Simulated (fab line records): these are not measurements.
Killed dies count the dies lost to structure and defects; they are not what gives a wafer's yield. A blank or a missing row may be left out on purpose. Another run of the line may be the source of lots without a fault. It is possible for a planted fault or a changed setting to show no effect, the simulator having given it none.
Which of the tools did it? | flow berkeleyCmos170 | Sampling: 14 lots, 42 wafers, 6 of 331 route steps

== WHAT THE GAUGES SHOWED, per wafer ==
UCB170_GATE_CD_MEAS_12: target cd 350 nm. Usual: 349.6 nm for cdNm, sd 1.2.
lot  | measured     | on       | cdNm (nm)         | flag
L700 | day 7 14:32  | cdSem-02 | 346.6 347.5 345.5 | 
L699 | day 7 15:00  | cdSem-01 | 349.1 349.5 347.3 | 
L701 | day 7 23:20  | cdSem-01 | 349.9 349.8 350.0 | 
L704 | day 8 07:17  | cdSem-02 | 350.2 351.9 349.4 | 
L705 | day 8 07:43  | cdSem-01 | 349.6 348.4 351.5 | 
L703 | day 8 07:48  | cdSem-02 | 349.2 350.4 349.0 | 
L707 | day 8 20:05  | cdSem-01 | 349.5 350.5 350.5 | 
L710 | day 9 09:34  | cdSem-01 | 349.8 349.1 349.8 | 
L712 | day 9 20:32  | cdSem-01 | 351.4 350.4 350.5 | 
L713 | day 10 04:22 | cdSem-01 | 348.1 349.2 347.6 | 
L717 | day 11 01:50 | cdSem-02 | 349.7 349.9 349.1 | 
L718 | day 11 02:17 | cdSem-01 | 351.6 351.4 350.3 | 
L720 | day 11 20:26 | cdSem-02 | 348.4 349.0 348.0 | 
L722 | day 12 08:25 | cdSem-02 | 350.7 349.8 350.1 | 

UCB170_PSD_CD_MEAS_06: target cd 1200 nm. Usual: 1199.6 nm for cdNm, sd 1.3.
lot  | measured     | on       | cdNm (nm)            | flag
L700 | day 8 04:50  | cdSem-01 | 1197.6 1198.1 1199.5 | 
L699 | day 8 05:01  | cdSem-02 | 1201.2 1199.8 1201.5 | 
L701 | day 8 09:52  | cdSem-02 | 1197.7 1198.6 1197.8 | 
L704 | day 8 19:37  | cdSem-01 | 1199.0 1198.9 1199.6 | 
L705 | day 8 19:58  | cdSem-01 | 1200.7 1201.1 1200.0 | 
L703 | day 8 20:01  | cdSem-02 | 1198.5 1199.1 1198.3 | 
L707 | day 9 09:17  | cdSem-01 | 1202.1 1202.2 1202.0 | 
L710 | day 9 19:35  | cdSem-01 | 1199.8 1199.0 1198.9 | 
L712 | day 10 09:18 | cdSem-02 | 1201.0 1198.8 1201.5 | 
L713 | day 10 15:32 | cdSem-02 | 1198.3 1198.0 1198.0 | 
L717 | day 11 15:26 | cdSem-01 | 1198.2 1198.1 1197.4 | 
L718 | day 11 15:42 | cdSem-01 | 1198.7 1199.7 1201.2 | 
L720 | day 12 09:34 | cdSem-02 | 1200.0 1199.9 1201.6 | 
L722 | day 12 20:43 | cdSem-02 | 1199.7 1199.1 1199.4 | 

UCB170_SILICIDE_RS_MEAS_02: a four-point-probe measurement. Usual: SILICIDE_TI_RS 26.2 ohm/sq, standard deviation 0.35.
lot  | measured     | on           | SILICIDE_TI_RS (ohm/sq) | flag
L700 | day 8 10:43  | filmMetro-03 | 26.2 26.2 26.2          | 
L699 | day 8 11:13  | filmMetro-04 | 26.3 26.3 26.4          | 
L701 | day 8 14:49  | filmMetro-03 | 26.0 26.1 26.5          | 
L704 | day 9 01:07  | filmMetro-03 | 26.4 26.4 27.2          | 
L705 | day 9 01:53  | filmMetro-04 | 26.1 25.9 26.0          | 
L703 | day 9 01:37  | filmMetro-04 | 26.2 26.1 26.0          | 
L707 | day 9 15:46  | filmMetro-04 | 26.4 26.4 26.3          | 
L710 | day 10 01:53 | filmMetro-04 | 26.2 26.3 27.5          | 
L712 | day 10 13:59 | filmMetro-03 | 25.8 26.0 27.0          | 
L713 | day 10 22:16 | filmMetro-04 | 26.7 26.4 26.3          | 
L717 | day 11 20:22 | filmMetro-03 | 26.3 27.0 26.2          | 
L718 | day 11 19:59 | filmMetro-04 | 25.8 26.2 25.6          | 
L720 | day 12 17:09 | filmMetro-02 | 25.9 25.7 26.3          | 
L722 | day 13 01:12 | filmMetro-03 | 25.7 25.7 26.4          | 

UCB170_SILICIDE_THK_MEAS_03: measures by xrf. Usual: SILICIDE_TI_THK 29.0 nm, standard deviation 0.34.
lot  | measured     | on           | SILICIDE_TI_THK (nm) | flag
L700 | day 8 10:50  | filmMetro-03 | 28.9 29.0 29.1       | 
L699 | day 8 11:20  | filmMetro-04 | 29.2 28.9 29.0       | 
L701 | day 8 14:56  | filmMetro-03 | 29.3 29.1 28.7       | 
L704 | day 9 01:14  | filmMetro-03 | 28.9 28.9 28.3       | 
L705 | day 9 02:00  | filmMetro-04 | 29.3 29.3 29.1       | 
L703 | day 9 01:44  | filmMetro-04 | 29.1 29.2 29.2       | 
L707 | day 9 15:53  | filmMetro-04 | 28.9 28.8 29.0       | 
L710 | day 10 01:59 | filmMetro-04 | 29.3 28.9 27.9       | 
L712 | day 10 14:06 | filmMetro-03 | 29.4 29.4 28.3       | 
L713 | day 10 22:23 | filmMetro-04 | 28.5 29.0 29.0       | 
L717 | day 11 20:29 | filmMetro-03 | 29.1 28.4 29.0       | 
L718 | day 11 20:06 | filmMetro-04 | 29.6 29.1 30.0       | 
L720 | day 12 17:16 | filmMetro-02 | 29.0 29.2 28.7       | 
L722 | day 13 01:18 | filmMetro-03 | 29.4 29.5 28.8       | 

UCB170_CONTACT_CD_MEAS_15: target cd 700 nm. Usual: 700.2 nm for cdNm, sd 1.2.
lot  | measured     | on       | cdNm (nm)         | flag
L700 | day 8 15:30  | cdSem-02 | 701.1 699.0 700.7 | 
L699 | day 8 15:44  | cdSem-02 | 700.1 700.6 701.3 | 
L701 | day 8 22:25  | cdSem-02 | 699.7 701.0 700.9 | 
L704 | day 9 06:26  | cdSem-02 | 697.8 698.0 699.3 | 
L705 | day 9 08:36  | cdSem-01 | 701.0 700.7 699.1 | 
L703 | day 9 08:16  | cdSem-02 | 699.2 700.2 701.3 | 
L707 | day 9 23:07  | cdSem-01 | 701.3 703.2 700.7 | 
L710 | day 10 06:56 | cdSem-01 | 701.9 699.5 702.0 | 
L712 | day 10 20:29 | cdSem-01 | 699.7 700.9 700.0 | 
L713 | day 11 04:42 | cdSem-01 | 700.3 698.8 701.3 | 
L717 | day 12 01:34 | cdSem-01 | 699.7 699.9 699.4 | 
L718 | day 12 01:03 | cdSem-01 | 700.5 699.1 700.1 | 
L720 | day 12 22:45 | cdSem-02 | 701.3 700.5 702.0 | 
L722 | day 13 07:32 | cdSem-02 | 697.6 697.0 698.1 | 

== EACH LOT AND THE TOOL THAT RAN IT (in order: tool; ch and the chambers of the sampled wafers; start) ==
lot  | UCB170_SILICIDE_SPUTTER_01
L700 | pvdSputter-04, day 8 10:41
L699 | pvdSputter-03, day 8 11:11
L701 | pvdSputter-04, day 8 14:47
L704 | pvdSputter-04, day 9 01:05
L705 | pvdSputter-03, day 9 01:50
L703 | pvdSputter-04, day 9 01:35
L707 | pvdSputter-03, day 9 15:43
L710 | pvdSputter-04, day 10 01:50
L712 | pvdSputter-04, day 10 13:56
L713 | pvdSputter-01, day 10 22:14
L717 | pvdSputter-01, day 11 20:19
L718 | pvdSputter-03, day 11 19:57
L720 | pvdSputter-03, day 12 17:07
L722 | pvdSputter-01, day 13 01:07
- UCB170_SILICIDE_SPUTTER_01: material Ti, target thk 30 nm, time 25 s.

== AS READ BY THE TOOLS THEMSELVES (means over the sampled wafers that have a number; for cases with no such wafer, the mark the record gives instead) ==
UCB170_SILICIDE_SPUTTER_01. Usual: cathodeDcPowerW 1500.0 W, standard deviation 0.28; throttleValvePct 30.0 %, standard deviation 1.4.
lot  | tool          | cathodeDcPowerW (W) | throttleValvePct (%) | flag
L700 | pvdSputter-04 | 1500.2              | 30.3                 | 
L699 | pvdSputter-03 | 1499.9              | 29.5                 | 
L701 | pvdSputter-04 | 1499.9              | 30.4                 | 
L704 | pvdSputter-04 | 1499.9              | 30.3                 | 
L705 | pvdSputter-03 | 1499.8              | 27.9                 | 
L703 | pvdSputter-04 | 1499.7              | 30.2                 | 
L707 | pvdSputter-03 | 1500.0              | 28.9                 | 
L710 | pvdSputter-04 | 1481.8              | 30.4                 | OFF
L712 | pvdSputter-04 | 1481.6              | 30.6                 | OFF
L713 | pvdSputter-01 | 1499.9              | 30.3                 | 
L717 | pvdSputter-01 | 1499.9              | 30.7                 | 
L718 | pvdSputter-03 | 1500.1              | 29.2                 | 
L720 | pvdSputter-03 | 1499.7              | 29.4                 | 
L722 | pvdSputter-01 | 1500.0              | 31.1                 | 

== THE ANSWER, worked out from the rows above alone ==
Rule: a lot counts as off when the mean over its wafers that have a number is more than 3 standard deviations away from the usual mean. A lot without any number at a reading at which 4 lots or more have one is off too. The other lots that the step has rows for count as sound. First the gauges in route order, then the tools' own readings, where a lot's mean is used as printed above. At the first step where some lot is off, the reading lying furthest off is the one used; lots without a number count as furthest.
Off: L710, L712 (UCB170_SILICIDE_SPUTTER_01, cathodeDcPowerW).
If a tool, at that step or one of the process steps before it, ran each lot that is off and ran no sound lot following the first of them, it fits. One fits: UCB170_SILICIDE_SPUTTER_01 on pvdSputter-04. A fault onset in the window from L703 (day 9 01:35, its last sound lot) to L710 (day 10 01:50, its first lot off) fits.
The tool's own readings at UCB170_SILICIDE_SPUTTER_01 bear it out: on the lots that are off they differ by more than 5 times the standard deviation of the sound lots' means. cathodeDcPowerW reads 1481.7 W there against 1499.9 W on the sound lots.

== WHAT THE SIMULATOR HAD INSERTED ==
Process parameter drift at UCB170_SILICIDE_SPUTTER_01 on pvdSputter-04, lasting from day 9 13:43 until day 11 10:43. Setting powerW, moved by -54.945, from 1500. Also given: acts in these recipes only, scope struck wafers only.
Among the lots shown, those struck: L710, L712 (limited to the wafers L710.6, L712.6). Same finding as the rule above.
